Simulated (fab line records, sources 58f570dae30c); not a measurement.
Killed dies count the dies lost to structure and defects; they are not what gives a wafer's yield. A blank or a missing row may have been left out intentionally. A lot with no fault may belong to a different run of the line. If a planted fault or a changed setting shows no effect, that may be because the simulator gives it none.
One fault seen from 2 desks / flow berkeley-cmos170 / each desk holds nothing but its own numbers, with what lay behind them at the end

AT THE METROLOGY DESK
Lot by lot, what the gauges showed, no matter which tool ran the lot: averages of those sampled wafers that carry a number. Any lot whose mean is over 4 standard deviations away from the usual mean is out of limits and marked OUT; that distance is given in the brackets.
Columns: A = NWELL_NITRIDE_THK at UCB170_NWELL_THK_MEAS_05, usual 227.0 nm; B = NWELL_OVL at UCB170_NWELL_OVL_MEAS_12, usual 1 nm; C = PWELL_OXIDE_THK at UCB170_PWELL_THK_MEAS_03, usual 26.4 nm
lot=L601; first seen here=day 2 09:43; A=230.4; B=-3; C=26.0
lot=L602; first seen here=day 2 15:10; A=226.1; B=6; C=26.3
lot=L603; first seen here=day 2 20:04; A=224.3; B=1; C=25.7
lot=L614; first seen here=day 5 01:23; A=256.2 (+15) OUT; B=4; C=26.4
lot=L616; first seen here=day 5 14:38; A=224.8; B=-8; C=26.3
lot=L617; first seen here=day 5 20:40; A=226.8; B=-2; C=25.8
lot=L618; first seen here=day 6 00:31; A=226.8; B=-2; C=25.7
lot=L619; first seen here=day 6 04:39; A=224.6; B=4; C=26.3
lot=L620; first seen here=day 6 10:25; A=227.3; B=2; C=26.4
lot=L621; first seen here=day 6 15:45; A=229.3; B=-2; C=26.2
lot=L622; first seen here=day 6 15:49; A=228.1; B=3; C=26.8
lot=L623; first seen here=day 6 15:52; A=229.8; B=0; C=25.9
lot=L624; first seen here=day 7 03:53; A=228.1; B=-4; C=26.7
This desk reports L614 out of limits; the earliest was L614 at day 5 01:23 (NWELL_NITRIDE_THK at UCB170_NWELL_THK_MEAS_05). L601, L602, L603, L616, L617, L618, L619, L620, L621, L622, L623, L624 stayed within limits.

FOR THE TOOL OWNER'S DESK: lpcvd-01
The tool's own readings at UCB170_NWELL_CVD_04 (deposits Si3N4 from SiH2Cl2/NH3, target thk 224 nm, time 3360 s): means of the sampled wafers that have a number, for each lot that ran on this tool. Any lot whose mean is over 4 standard deviations away from the usual mean is out of limits and marked OUT; that distance is given in the brackets.
Columns: A = sih2cl2-flow-sccm at UCB170_NWELL_CVD_04, usual 24.99 sccm; B = zone-power-centre-pct at UCB170_NWELL_CVD_04, usual 37.9 %
lot=L614; first seen here=day 4 23:27; A=37.47 (+99 or more) OUT; B=36.1
lot=L616; first seen here=day 5 11:39; A=24.98; B=35.1
This desk finds L614 out of limits, L614 being first, at day 4 23:27 (sih2cl2-flow-sccm at UCB170_NWELL_CVD_04). L616 stayed within limits.

PUT TOGETHER
The tool owner's desk could have raised an alarm at day 4 23:27, on L614.
At day 5 01:23 the metrology desk could have sounded an alarm, on L614.
All the named lots went through UCB170_NWELL_CVD_04 on lpcvd-01.

WHAT THE SIMULATOR HAD INSERTED
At UCB170_NWELL_CVD_04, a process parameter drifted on lpcvd-01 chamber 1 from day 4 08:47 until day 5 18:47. Setting sih2cl2-flow-sccm shifted by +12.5 from 25. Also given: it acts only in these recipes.
Struck lots among those shown: L614.
Fault start to first reading out of limits, in hours, per desk: tool owner, 15; metrology, 17.
